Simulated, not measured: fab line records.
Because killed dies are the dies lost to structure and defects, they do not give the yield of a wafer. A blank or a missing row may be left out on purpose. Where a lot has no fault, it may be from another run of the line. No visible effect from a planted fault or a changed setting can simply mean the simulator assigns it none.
Which tool did it? + flow rit_cmos + Sampling: 14 lots, 42 wafers, 2 of 202 route steps

WHAT THE GAUGES SHOWED, per wafer
Not one reading of a measure or inspect step in the record can be checked against a usual standard deviation.

WHAT TOOL EACH LOT RAN ON (gives the tool, then ch and the chambers of the sampled wafers, and finally the start)
| lot  | RIT_PWELL_COAT_01                | RIT_M1_PROBE_99        |
|------|----------------------------------|------------------------|
| L627 | litho_track-01 ch 0, day 1 22:49 | -                      |
| L628 | litho_track-03 ch 0, day 2 04:17 | -                      |
| L629 | litho_track-03 ch 0, day 2 08:28 | -                      |
| L631 | litho_track-04 ch 0, day 2 20:41 | -                      |
| L634 | litho_track-04 ch 0, day 3 16:06 | -                      |
| L636 | litho_track-03 ch 0, day 3 22:02 | -                      |
| L637 | litho_track-03 ch 0, day 4 02:34 | -                      |
| L638 | litho_track-01 ch 0, day 4 07:34 | prober-02, day 5 21:59 |
| L639 | litho_track-04 ch 0, day 4 11:41 | -                      |
| L640 | litho_track-03 ch 0, day 4 16:04 | -                      |
| L642 | litho_track-01 ch 0, day 5 04:09 | -                      |
| L648 | litho_track-03 ch 0, day 6 08:34 | -                      |
| L649 | litho_track-01 ch 0, day 6 12:34 | -                      |
| L650 | litho_track-01 ch 0, day 6 17:00 | -                      |
- RIT_PWELL_COAT_01: resist thk 1300 nm.
- RIT_M1_PROBE_99

WHAT THE TOOLS THEMSELVES READ (means of the sampled wafers that have a number; where no wafer has one, the mark that the record gives instead)
RIT_PWELL_COAT_01.
| lot  | tool           | spin_speed_rpm (rpm) |
|------|----------------|----------------------|
| L627 | litho_track-01 | 2000.0               |
| L628 | litho_track-03 | 1998.8               |
| L629 | litho_track-03 | 1998.6               |
| L631 | litho_track-04 | 2000.8               |
| L634 | litho_track-04 | 2000.5               |
| L636 | litho_track-03 | 2000.5               |
| L637 | litho_track-03 | 2000.3               |
| L638 | litho_track-01 | 2000.6               |
| L639 | litho_track-04 | 2001.8               |
| L640 | litho_track-03 | 2000.0               |
| L642 | litho_track-01 | 1998.4               |
| L648 | litho_track-03 | 1999.9               |
| L649 | litho_track-01 | 1741.4               |
| L650 | litho_track-01 | 1744.7               |

RIT_M1_PROBE_99.
| lot  | tool      | killed_at_contacts | killed_at_front_end | killed_dies | killed_open | killed_short |
|------|-----------|--------------------|---------------------|-------------|-------------|--------------|
| L638 | prober-02 | 0.0                | 7                   | 7           | 4.0         | 2.7          |

THE ANSWER, worked out from the rows above alone
Rule: the lots themselves supply what counts as usual. Put in order of their means at a reading, lots are off if they are a third of the lots or fewer, leave a main group of 4 or more, and stand apart from it by a gap of 3 or more times the standard deviation of the main group's means; of several such gaps the widest counts. The tables above print the reading to a certain number of digits; a main group whose means all agree to those digits is not used. Also off: a lot with no number at a reading for which 4 or more lots have one. The other lots that the step has rows for count as sound. First the gauges in route order, then the tools' own readings, where a lot's mean is used as printed above. At the first step where some lot is off, the reading lying furthest off is the one used; lots without a number count as furthest.
Off at RIT_PWELL_COAT_01 (spin_speed_rpm): L649, L650. For the main group the mean is 2000.0 rpm and the standard deviation 0.95.
If a tool, at that step or one of the process steps before it, ran each lot that is off and ran no sound lot following the first of them, it fits. One fits: litho_track-01 at RIT_PWELL_COAT_01. Its last sound lot is L642 (day 5 04:09), its first lot that is off L649 (day 6 12:34): a fault that began between those two fits.
On the lots that are off, the tool's own readings at RIT_PWELL_COAT_01 differ by more than 5 times the standard deviation of the sound lots' means, which bears it out; spin_speed_rpm reads 1743.1 rpm there versus 2000.0 rpm on the sound lots.

WHAT THE SIMULATOR HAD PUT IN
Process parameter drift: litho_track-01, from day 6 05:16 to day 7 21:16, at RIT_PWELL_COAT_01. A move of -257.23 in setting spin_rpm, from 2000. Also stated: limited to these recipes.
Shown lots that were struck: L649, L650. The same result came from the rule above.
